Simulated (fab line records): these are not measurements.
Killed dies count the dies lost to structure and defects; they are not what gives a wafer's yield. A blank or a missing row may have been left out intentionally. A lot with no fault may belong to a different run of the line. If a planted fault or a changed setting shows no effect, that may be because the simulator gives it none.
Split-lot trial | flow ritCmos | route with 202 steps; 5 lots, 23 wafers read

== THE SPLIT ITSELF ==
At RIT_NSD_IMPLANT_08, the setting energyKev was moved away from the recipe's 25 on 9 of the 23 wafers read, by -3.0% to +5.2%. All remaining wafers had this setting at the recipe value.

The reading comes from the split's own step.

== THE READING ==
implant.drpNm (the simulator's own value, which no gauge read), in nm, at RIT_NSD_IMPLANT_08. The file gives no usual value for it.

wafer  | tool, chamber at the split | energyKev as run | against the recipe | implant.drpNm, nm | against lot-mates on the recipe
L075.2 | implanter-03, 0            | 25.52            | +2.1%              | 15.02             | +0.18
L075.4 | implanter-03, 0            | 25.52            | +2.1%              | 15.02             | +0.18
L075.5 | implanter-03, 0            | 25.52            | +2.1%              | 15.02             | +0.18
L075.3 | implanter-03, 0            | 25               | recipe             | 14.84             | -
L075.6 | implanter-03, 0            | 25               | recipe             | 14.84             | -
L077.1 | implanter-04, 0            | 24.26            | -3.0%              | 14.57             | -0.27
L077.3 | implanter-04, 0            | 24.26            | -3.0%              | 14.57             | -0.27
L077.4 | implanter-04, 0            | 24.26            | -3.0%              | 14.57             | -0.27
L077.5 | implanter-04, 0            | 25               | recipe             | 14.84             | -
L077.6 | implanter-04, 0            | 25               | recipe             | 14.84             | -
L078.1 | implanter-01, 0            | 26.3             | +5.2%              | 15.3              | +0.46
L078.2 | implanter-01, 0            | 26.3             | +5.2%              | 15.3              | +0.46
L078.6 | implanter-01, 0            | 26.3             | +5.2%              | 15.3              | +0.46
L078.3 | implanter-01, 0            | 25               | recipe             | 14.84             | -
L078.4 | implanter-01, 0            | 25               | recipe             | 14.84             | -
L081.1 | implanter-04, 0            | 25               | recipe             | 14.84             | -
L081.5 | implanter-04, 0            | 25               | recipe             | 14.84             | -
L081.6 | implanter-04, 0            | 25               | recipe             | 14.84             | -
L085.1 | implanter-03, 0            | 25               | recipe             | 14.84             | -
L085.2 | implanter-03, 0            | 25               | recipe             | 14.84             | -
L085.3 | implanter-03, 0            | 25               | recipe             | 14.84             | -
L085.5 | implanter-03, 0            | 25               | recipe             | 14.84             | -
L085.6 | implanter-03, 0            | 25               | recipe             | 14.84             | -

THE FIT
A straight line over all 23 wafers: implant.drpNm changes by +0.0891 nm for each +1% of energyKev; r = +1.00; the points scatter about the line by 0.0027 nm.
The same after taking each lot's own level away (the mean of its wafers on the recipe; 23 wafers): +0.0891 nm for each +1%; r = +1.00; scatter 0.0027 nm.
On that fit, the largest move of energyKev shifts the reading by 0.46 nm.
The lots' own levels span 14.840 to 14.840 nm.
So the lot-to-lot level changes the slope little: the two slopes agree.
Check: with one of the wafers moved furthest among these (+5.2%) left out of the fit, the line predicts +0.462 nm for it against its lot-mates. It came out at +0.46 nm against them.

== THE OTHER SPLITS THESE WAFERS WENT THROUGH ==
Other splits were also applied to these wafers ahead of the reading. Each is held against what the fit with the lots' levels taken away leaves over:
other split on the same wafers | wafers away from the commonest value | r with implant.drpNm (lot level and that fit taken away)
RIT_GATE_DEVELOP_15 devTempC   | 11                                   | -0.06

== THE WHOLE CHAIN: every reading that the file lists as answering this split, in the file's order ==
step               | what it does | reading                                                        | change (the file's fit)               | r (the file's)
RIT_NSD_IMPLANT_08 |              | implant.rpNm (the simulator's own value, which no gauge read)  | +0.221 nm for each +1% of the setting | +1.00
RIT_NSD_IMPLANT_08 |              | implant.drpNm (the simulator's own value, which no gauge read) | +0.089 nm for each +1% of the setting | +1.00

== THE FILE'S OWN FIT ==
implant.drpNm changes by +0.089 nm for each +1% of energyKev, r = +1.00.
